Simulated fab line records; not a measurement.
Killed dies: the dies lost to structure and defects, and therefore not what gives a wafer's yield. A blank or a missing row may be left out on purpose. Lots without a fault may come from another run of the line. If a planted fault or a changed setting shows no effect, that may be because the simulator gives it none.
Chamber matching	flow berkeley-cmos170	UCB170_PWELL_ETCH_14 on rie-diel-02 has 4 sister chambers
The step etches Si3N4 in CH3F/Ar/O2, stops on SiO2, target depth 242 nm, time 151 s. 14 wafers are shown with their chamber, then 7 later ones without.

## WAFERS, EACH WITH ITS CHAMBER
wafer	chamber	drypump-motor-current-A (A)	throttle-valve-pct (%)	oes-product-au (a.u.)
L619.1	2	5.4	8.01	0.942
L619.2	1	6.2	8.27	0.937
L619.3	3	6.3	7.76	0.927
L623.1	0	5.8	7.91	0.942
L623.2	2	5.4	7.99	0.950
L623.6	1	6.2	8.27	0.942
L624.2	3	6.3	7.74	0.921
L624.4	0	5.9	7.90	0.947
L624.5	0	5.8	7.89	0.936
L625.2	0	5.8	7.89	0.924
L625.5	0	5.9	7.89	0.942
L625.6	1	6.2	8.28	0.929
L628.1	0	5.9	7.92	0.934
L628.5	0	5.9	7.90	0.945

SIGNATURES (averages over the wafers above)
reading	chamber 0	chamber 1	chamber 2	chamber 3	scatter within a chamber
drypump-motor-current-A	5.857	6.200	5.400	6.300	0.0414
throttle-valve-pct	7.9000	8.2733	8.0000	7.7500	0.0113
oes-product-au	0.93857	0.93600	0.94600	0.92400	0.00715
Rule: a wafer's distance from a chamber is the root of the sum, over the readings, of the square of ((its reading less the chamber's mean) divided by the reading's scatter). The wafer belongs to the nearest chamber; if the next one is less than 2 further off, it can't be placed. How the scatter is found: for the shown wafers, subtract from each reading the mean of its chamber, square and add these, divide the total by (wafers less chambers), then take the root.

## WAFERS WITH NO CHAMBER GIVEN
wafer	drypump-motor-current-A (A)	throttle-valve-pct (%)	oes-product-au (a.u.)
L628.6	5.3	8.00	0.927
L633.1	6.2	8.28	0.929
L633.5	6.3	7.73	0.945
L633.6	5.4	8.00	0.929
L638.1	5.9	7.89	0.941
L638.2	6.2	8.28	0.931
L638.5	6.4	7.76	0.966

## CHAMBER TAKEN BY EACH
wafer	from the rows above	in truth
L628.6	2	2
L633.1	1	1
L633.5	3	3
L633.6	2	2
L638.1	0	0
L638.2	1	1
L638.5	3	3
Correct placement for 7 of the 7. Number that these rows cannot place: 0. Wrongly placed: 0.
